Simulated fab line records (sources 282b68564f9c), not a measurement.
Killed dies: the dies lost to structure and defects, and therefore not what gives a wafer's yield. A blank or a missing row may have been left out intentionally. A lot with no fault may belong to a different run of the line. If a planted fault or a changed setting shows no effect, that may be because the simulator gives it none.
Which of the tools did it? + flow rit cmos + 7 lots with 21 wafers sampled at 2 steps, on a route of 202 steps

WHAT THE GAUGES READ, wafer by wafer
RIT_FOX2_THK_MEAS_01.
| lot  | measured    | on            | FOX2_OXIDE_THK (nm) |
|------|-------------|---------------|---------------------|
| L268 | day 2 13:49 | film metro-04 | 351 347 345         |
| L270 | day 3 01:07 | film metro-02 | 518 519 514         |
| L272 | day 3 07:36 | film metro-04 | 349 347 348         |
| L277 | day 4 13:19 | film metro-04 | 347 345 345         |
| L281 | day 5 03:55 | film metro-02 | 345 350 349         |
| L284 | day 6 00:28 | film metro-04 | 346 339 338         |
| L288 | day 6 16:24 | film metro-04 | 344 343 346         |

WHAT TOOL EACH LOT RAN ON (gives the tool, then ch and the chambers of the sampled wafers, and finally the start)
| lot  | RIT_FOX2_OXIDATION_00                                         |
|------|---------------------------------------------------------------|
| L268 | furnace-01 ch 0, day 2 12:29                                  |
| L270 | furnace-04 ch 0, day 2 21:40 and furnace-03 ch 0, day 2 23:47 |
| L272 | furnace-01 ch 0, day 3 06:17                                  |
| L277 | furnace-04 ch 0, day 4 11:59                                  |
| L281 | furnace-04 ch 0, day 5 02:37                                  |
| L284 | furnace-01 ch 0, day 5 23:08                                  |
| L288 | furnace-04 ch 0, day 6 15:04                                  |
- RIT_FOX2_OXIDATION_00: target thk 350.7 nm, ox time 1130 s.

THE ANSWER, worked out from the rows above alone
Rule: usual is defined by the lots themselves. The widest of any qualifying gaps counts: lots, ordered by their means at a reading, are off when they make up no more than a third of the lots, leave a main group of 4 or more, and stand apart from it by 3 or more times the standard deviation of that group's means. Not used: any main group whose means are identical at the precision the tables above print for the reading. A lot without any number at a reading at which 4 lots or more have one is off too. Where the step has rows for the other lots, those lots are counted as sound.
Off: L270, seen at RIT_FOX2_THK_MEAS_01 (FOX2_OXIDE_THK). The main group has a mean of 346 nm with a standard deviation of 2.5.
If a tool, at a process step before that reading, ran all the lots that are off and no sound lot after the first of them, it fits. The gauges at RIT_FOX2_THK_MEAS_01 are tried like those tools. One fits: furnace-03 at RIT_FOX2_OXIDATION_00. It ran no sound lot before its first lot that is off in this sample, so the start can't be narrowed down.

WHAT THE SIMULATOR HAD PUT IN
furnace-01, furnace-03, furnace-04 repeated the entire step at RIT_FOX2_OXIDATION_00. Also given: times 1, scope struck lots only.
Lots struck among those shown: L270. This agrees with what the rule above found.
